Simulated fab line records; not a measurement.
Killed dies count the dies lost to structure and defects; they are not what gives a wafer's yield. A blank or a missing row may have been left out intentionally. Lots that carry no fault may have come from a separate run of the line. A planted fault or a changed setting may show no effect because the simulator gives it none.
fab line records    flow rit_cmos
[record] lots = 14  wafers = 42  last_day = 7
route steps=202 shown NLDD@108 M1@202
lots that met no fault: taken from a fault-free run of the same line
start_h: start of the lot's first displayed wafer, in hours after the record's first day    wait_h: hours elapsed since this lot's preceding step    " identical to the entry in the row above    L1.1+2: one row covering several wafers at once    - no value, or no start given    * or withheld: withheld    < > ~ a bound
route shown NAME@n: names a module that has steps shown in the file, with the first one's number in the route    usual: mean/standard deviation of fault-free wafers    same: alike in all rows    chamber/n: place in a boat    sites: each site's reading    _std_site: the values' standard deviation    _edge_site: the outer-site mean with the inner-site mean subtracted    radius_mm: how far each site lies from the wafer's centre    mask NAME#n: copy n    behind: tool/chamber where the wafer was last shaped    hold: cause of the lot's hold/its duration in hours/its outcome    device: whichever transistor did not switch (one of n, p or np)    end of line: the tests these same wafers got at the end of their route    for a step that has no rows: nothing shown but its recipe    killed: dies that structure and defects cost at the first sort, which is not the same as the wafer's yield    map: a wafer's dies, x killed, . not, _ none there
set.NAME: the setting the step ran with; set.NAME@STEP: the setting that earlier step ran with    model.NAME: the simulator's own value behind a step, which no gauge read
one table for each step of the route and one row for each wafer, over a sample of lots
[[steps]]
[step RIT_NLDD_DEVELOP_05]
[recipe] resist = NOVOLAK  develop_time_s = 50  dev_temp_c = 23
[usual] developer_temp_C = 23.02/0.12
lot.wafer  tool            chamber  start_h  wait_h  developer_temp_C
L849.2     litho_track-03  0        47       -       22.97
L849.3     "               0        "        "       22.95
L849.6     "               0        "        "       22.98
L850.3     litho_track-01  0        53       -       22.96
L850.4     "               0        "        "       23.12
L850.5     "               0        "        "       23.00
L851.1     litho_track-04  0        60       -       22.92
L851.3     "               0        "        "       23.13
L851.4     "               0        "        "       23.01
L852.2     litho_track-04  0        65       -       23.10
L852.3     "               0        "        "       23.02
L852.4     "               0        "        "       22.95
L854.3     litho_track-04  0        71       -       23.98
L854.4     "               0        "        "       23.81
L854.6     "               0        "        "       23.91
L858.1     litho_track-04  0        90       -       24.07
L858.3     "               0        "        "       24.14
L858.4     "               0        "        "       24.07
L863.1     litho_track-03  0        110      -       23.11
L863.2     "               0        "        "       23.24
L863.3     "               0        "        "       23.12
L864.1     litho_track-03  0        117      -       22.98
L864.3     "               0        "        "       23.12
L864.5     "               0        "        "       23.16
L866.4     litho_track-03  0        127      -       23.04
L866.5     "               0        "        "       23.26
L866.6     "               0        "        "       23.00
L868.4     litho_track-01  0        136      -       22.87
L868.5     "               0        "        "       22.97
L868.6     "               0        "        "       23.06
L869.1     litho_track-04  0        142      -       23.11
L869.3     "               0        "        "       22.96
L869.6     "               0        "        "       22.95
L870.1     litho_track-03  0        145      -       22.97
L870.3     "               0        "        "       23.07
L870.6     "               0        "        "       23.15
L871.2     litho_track-03  0        151      -       23.12
L871.5     "               0        "        "       23.08
L871.6     "               0        "        "       23.06
L872.1     litho_track-03  0        155      -       22.83
L872.5     "               0        "        "       22.84
L872.6     "               0        "        "       22.88
[step RIT_M1_PROBE_99]
[usual] killed_at_contacts = 0.1/0.29  killed_at_front_end = 7/3  killed_dies = 8/3  killed_on_rim = 2.0/1.5  killed_open = 3.7/2  killed_short = 3.8/2.1
[same] gross_dies = 264  killed_at_M0_to_M3 = 0  killed_at_M4_up = 0  killed_at_back_side = 0  killed_at_other = 0
lot.wafer  tool       chamber  start_h  wait_h  killed_at_contacts  killed_at_front_end  killed_dies  killed_on_rim  killed_open  killed_short
L849.2     prober-01  -        64.50    0.1     0                   8                    8            3              3            5
L849.3     prober-01  -        64.55    0.2     0                   9                    9            3              4            5
L849.6     prober-01  -        64.70    0.2     0                   7                    7            1              4            3
L850.3     prober-02  -        70.32    0.2     1                   3                    4            0              2            2
L850.4     prober-02  -        70.37    0.2     1                   8                    9            2              6            3
L850.5     prober-02  -        70.42    0.2     0                   6                    6            3              5            1
L851.1     prober-01  -        77.08    0.1     1                   6                    7            0              2            5
L851.3     prober-01  -        77.18    0.2     0                   2                    2            0              0            2
L851.4     prober-01  -        77.23    0.2     0                   9                    9            2              6            3
L852.2     prober-02  -        81.50    0.1     0                   4                    4            1              2            2
L852.3     prober-02  -        81.55    0.2     0                   4                    4            1              1            3
L852.4     prober-02  -        81.60    0.2     0                   10                   10           5              5            5
L854.3     prober-02  -        88.29    0.2     0                   9                    9            4              4            5
L854.4     prober-02  -        88.34    0.2     0                   8                    8            1              7            1
L854.6     prober-02  -        88.44    0.2     0                   13                   13           4              6            7
L858.1     prober-02  -        106.42   0.1     0                   7                    7            3              3            4
L858.3     prober-02  -        106.52   0.2     0                   8                    8            3              3            5
L858.4     prober-02  -        106.57   0.2     0                   7                    7            4              5            2
L863.1     prober-01  -        125.97   0.1     0                   4                    4            2              3            1
L863.2     prober-01  -        126.02   0.1     0                   7                    7            0              1            6
L863.3     prober-01  -        126.07   0.2     0                   4                    4            0              3            1
L864.1     prober-02  -        133.82   0.1     0                   11                   11           2              7            3
L864.3     prober-02  -        133.92   0.2     0                   8                    8            1              4            3
L864.5     prober-02  -        134.02   0.2     0                   7                    7            2              3            4
L866.4     prober-02  -        143.11   0.2     1                   10                   11           6              4            7
L866.5     prober-02  -        143.16   0.2     0                   12                   12           4              4            8
L866.6     prober-02  -        143.21   0.2     0                   14                   14           4              6            8
L868.4     prober-02  -        151.85   0.2     0                   5                    5            4              1            2
L868.5     prober-02  -        151.90   0.2     0                   10                   10           4              4            5
L868.6     prober-02  -        151.95   0.2     0                   4                    4            0              4            0
L869.1     prober-01  -        157.50   0.1     0                   8                    8            2              7            1
L869.3     prober-01  -        157.60   0.2     0                   6                    6            0              2            4
L869.6     prober-01  -        157.75   0.2     0                   11                   11           4              3            8
L870.1     prober-02  -        160.98   0.1     0                   5                    5            1              3            1
L870.3     prober-02  -        161.08   0.2     0                   3                    3            0              2            1
L870.6     prober-02  -        161.23   0.2     0                   5                    5            3              1            3
L871.2     prober-01  -        166.98   0.1     0                   5                    5            3              1            4
L871.5     prober-01  -        167.13   0.2     0                   6                    6            1              4            2
L871.6     prober-01  -        167.18   0.2     0                   4                    4            1              3            1
L872.1     prober-02  -        171.72   0.1     0                   6                    6            0              4            2
L872.5     prober-02  -        171.92   0.2     0                   10                   10           3              4            6
L872.6     prober-02  -        171.97   0.2     1                   6                    7            0              2            5
// killed by level:class
L849.2 REOX:geometric_particle:short=3 REOX:geometric_particle:open=2 FOX1:geometric_particle:short=1 GATE:geometric_particle:open=1 GATE:geometric_particle:short=1
L849.3 FOX1:geometric_particle:short=2 FOX1:geometric_particle:open=1 GATE:geometric_particle:open=1 GATE:geometric_particle:short=1 REOX:geometric_particle:open=1 SPACER:geometric_particle:short=1 SILICIDE:geometric_particle:open=1 SILICIDE:geometric_particle:short=1
L849.6 GATE:geometric_particle:open=3 FOX1:geometric_particle:short=2 FOX1:geometric_particle:open=1 GATE:geometric_particle:short=1
L850.3 FOX1:geometric_particle:open=1 SPACER:geometric_particle:short=1 SILICIDE:geometric_particle:open=1 CONTACT:geometric_particle:short=1
L850.4 SPACER:geometric_particle:open=3 GATE:geometric_particle:short=2 FOX1:geometric_particle:open=1 FOX2:geometric_particle:open=1 SPACER:geometric_particle:short=1 CONTACT:geometric_particle:open=1
L850.5 FOX1:geometric_particle:open=2 SPACER:geometric_particle:open=2 FOX2:geometric_particle:open=1 SILICIDE:geometric_particle:short=1
L851.1 SPACER:geometric_particle:short=2 FOX2:geometric_particle:open=1 GATE:geometric_particle:short=1 REOX:geometric_particle:short=1 SPACER:geometric_particle:open=1 CONTACT:geometric_particle:short=1
L851.3 GATE:geometric_particle:short=1 REOX:geometric_particle:short=1
L851.4 FOX1:geometric_particle:open=2 FOX1:geometric_particle:short=2 GATE:geometric_particle:open=2 REOX:geometric_particle:open=2 SPACER:geometric_particle:short=1
L852.2 SILICIDE:geometric_particle:open=2 SILICIDE:geometric_particle:short=2
L852.3 GATE:geometric_particle:short=2 GATE:geometric_particle:open=1 SILICIDE:geometric_particle:short=1
L852.4 FOX1:geometric_particle:open=4 REOX:geometric_particle:short=3 FOX1:geometric_particle:short=2 GATE:geometric_particle:open=1
L854.3 GATE:geometric_particle:short=3 FOX1:geometric_particle:open=2 FOX1:geometric_particle:short=1 FOX2:geometric_particle:open=1 SILICIDE:geometric_particle:open=1 SILICIDE:geometric_particle:short=1
L854.4 GATE:geometric_particle:open=3 REOX:geometric_particle:open=2 FOX1:geometric_particle:open=1 SILICIDE:geometric_particle:open=1 SILICIDE:geometric_particle:short=1
L854.6 FOX1:geometric_particle:short=3 SILICIDE:geometric_particle:open=3 ACTIVE:geometric_particle:short=2 FOX1:geometric_particle:open=1 FOX2:geometric_particle:open=1 FOX2:geometric_particle:short=1 GATE:geometric_particle:short=1 GATE:geometric_particle:open=1
L858.1 SPACER:geometric_particle:short=4 GATE:geometric_particle:open=2 SPACER:geometric_particle:open=1
L858.3 FOX2:geometric_particle:open=2 REOX:geometric_particle:short=2 FOX2:geometric_particle:short=1 GATE:geometric_particle:short=1 SPACER:geometric_particle:open=1 SPACER:geometric_particle:short=1
L858.4 GATE:geometric_particle:open=4 REOX:geometric_particle:short=1 SPACER:geometric_particle:open=1 SILICIDE:geometric_particle:short=1
L863.1 FOX1:geometric_particle:open=1 GATE:geometric_particle:open=1 REOX:geometric_particle:short=1 SILICIDE:geometric_particle:open=1
L863.2 FOX1:geometric_particle:short=2 SPACER:geometric_particle:short=2 FOX2:geometric_particle:short=1 GATE:geometric_particle:open=1 SILICIDE:geometric_particle:short=1
L863.3 GATE:geometric_particle:open=2 REOX:geometric_particle:short=1 REOX:geometric_particle:open=1
L864.1 GATE:geometric_particle:open=3 REOX:geometric_particle:open=3 FOX1:geometric_particle:short=1 REOX:geometric_particle:short=1 SPACER:geometric_particle:open=1 SILICIDE:geometric_particle:short=1 NLDD:coat_microbubble_printed=1
L864.3 GATE:geometric_particle:short=3 GATE:geometric_particle:open=2 REOX:geometric_particle:open=2 NLDD:coat_microbubble_printed=1
L864.5 GATE:geometric_particle:short=4 GATE:geometric_particle:open=2 REOX:geometric_particle:open=1
L866.4 GATE:geometric_particle:short=6 GATE:geometric_particle:open=1 REOX:geometric_particle:open=1 REOX:geometric_particle:short=1 SPACER:geometric_particle:open=1 CONTACT:geometric_particle:open=1
L866.5 GATE:geometric_particle:short=4 FOX2:geometric_particle:open=2 FOX2:geometric_particle:short=2 FOX1:geometric_particle:open=1 FOX1:geometric_particle:short=1 GATE:geometric_particle:open=1 SPACER:geometric_particle:short=1
L866.6 GATE:geometric_particle:short=4 GATE:geometric_particle:open=3 REOX:geometric_particle:short=2 SPACER:geometric_particle:short=2 FOX2:geometric_particle:open=1 REOX:geometric_particle:open=1 SPACER:geometric_particle:open=1
L868.4 GATE:geometric_particle:short=2 PRETRO:coat_microbubble_printed=2 REOX:geometric_particle:open=1
L868.5 GATE:geometric_particle:short=3 SPACER:geometric_particle:open=2 GATE:geometric_particle:open=1 REOX:geometric_particle:short=1 SILICIDE:geometric_particle:short=1 SILICIDE:geometric_particle:open=1 PRETRO:coat_microbubble_printed=1
L868.6 FOX1:geometric_particle:open=1 GATE:geometric_particle:open=1 SPACER:geometric_particle:open=1 SILICIDE:geometric_particle:open=1
L869.1 SPACER:geometric_particle:open=3 GATE:geometric_particle:open=2 ACTIVE:geometric_particle:open=1 GATE:geometric_particle:short=1 REOX:geometric_particle:open=1
L869.3 REOX:geometric_particle:short=2 GATE:geometric_particle:short=1 GATE:geometric_particle:open=1 SPACER:geometric_particle:open=1 SILICIDE:geometric_particle:short=1
L869.6 GATE:geometric_particle:short=3 REOX:geometric_particle:short=2 SPACER:geometric_particle:short=2 FOX1:geometric_particle:short=1 GATE:geometric_particle:open=1 REOX:geometric_particle:open=1 SILICIDE:geometric_particle:open=1
L870.1 GATE:geometric_particle:open=2 GATE:geometric_particle:short=1 REOX:geometric_particle:open=1 NWELL:coat_microbubble_printed=1
L870.3 FOX1:geometric_particle:open=2 GATE:geometric_particle:short=1
L870.6 FOX2:geometric_particle:short=2 GATE:geometric_particle:open=1 SILICIDE:geometric_particle:short=1 NWELL:coat_microbubble_printed=1
L871.2 FOX1:geometric_particle:short=2 REOX:geometric_particle:short=1 SILICIDE:geometric_particle:short=1 SILICIDE:geometric_particle:open=1
L871.5 FOX1:geometric_particle:open=2 GATE:geometric_particle:open=2 FOX2:geometric_particle:short=1 GATE:geometric_particle:short=1
L871.6 SPACER:geometric_particle:open=2 GATE:geometric_particle:open=1 SPACER:geometric_particle:short=1
L872.1 SILICIDE:geometric_particle:open=2 FOX1:geometric_particle:open=1 FOX2:geometric_particle:short=1 REOX:geometric_particle:short=1 SPACER:geometric_particle:open=1
L872.5 REOX:geometric_particle:short=3 GATE:geometric_particle:open=2 FOX1:geometric_particle:short=1 FOX2:geometric_particle:short=1 REOX:geometric_particle:open=1 SILICIDE:geometric_particle:open=1 SILICIDE:geometric_particle:short=1
L872.6 GATE:geometric_particle:short=2 FOX1:geometric_particle:short=1 GATE:geometric_particle:open=1 REOX:geometric_particle:short=1 SILICIDE:geometric_particle:open=1 CONTACT:geometric_particle:short=1
[[key]]
[first_sign] step = RIT_NLDD_DEVELOP_05  reading = developer_temp_C  direction = up  sigmas = 8  usual = *  struck = *
effect none on later readings
met_at RIT_NLDD_DEVELOP_05
struck_lots L854,L858
tester_left_out L854,L858
onset_between 65 71
[fault] kind = process_parameter_drift  tool = litho_track-04  chamber = -  onset_h = 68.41  steps = RIT_NLDD_DEVELOP_05  channel = dev_temp_c  offset = *  shape = step  end_h = 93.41  acts_in = *  stated = *
// tester_left_out: of these lots the tester's yield and bins aren't shown, on N5 and GAA mostly nor the transistor test; their killed dies are dies lost to structure and defects alone, not to doping, threshold or leakage, so they don't give the yield
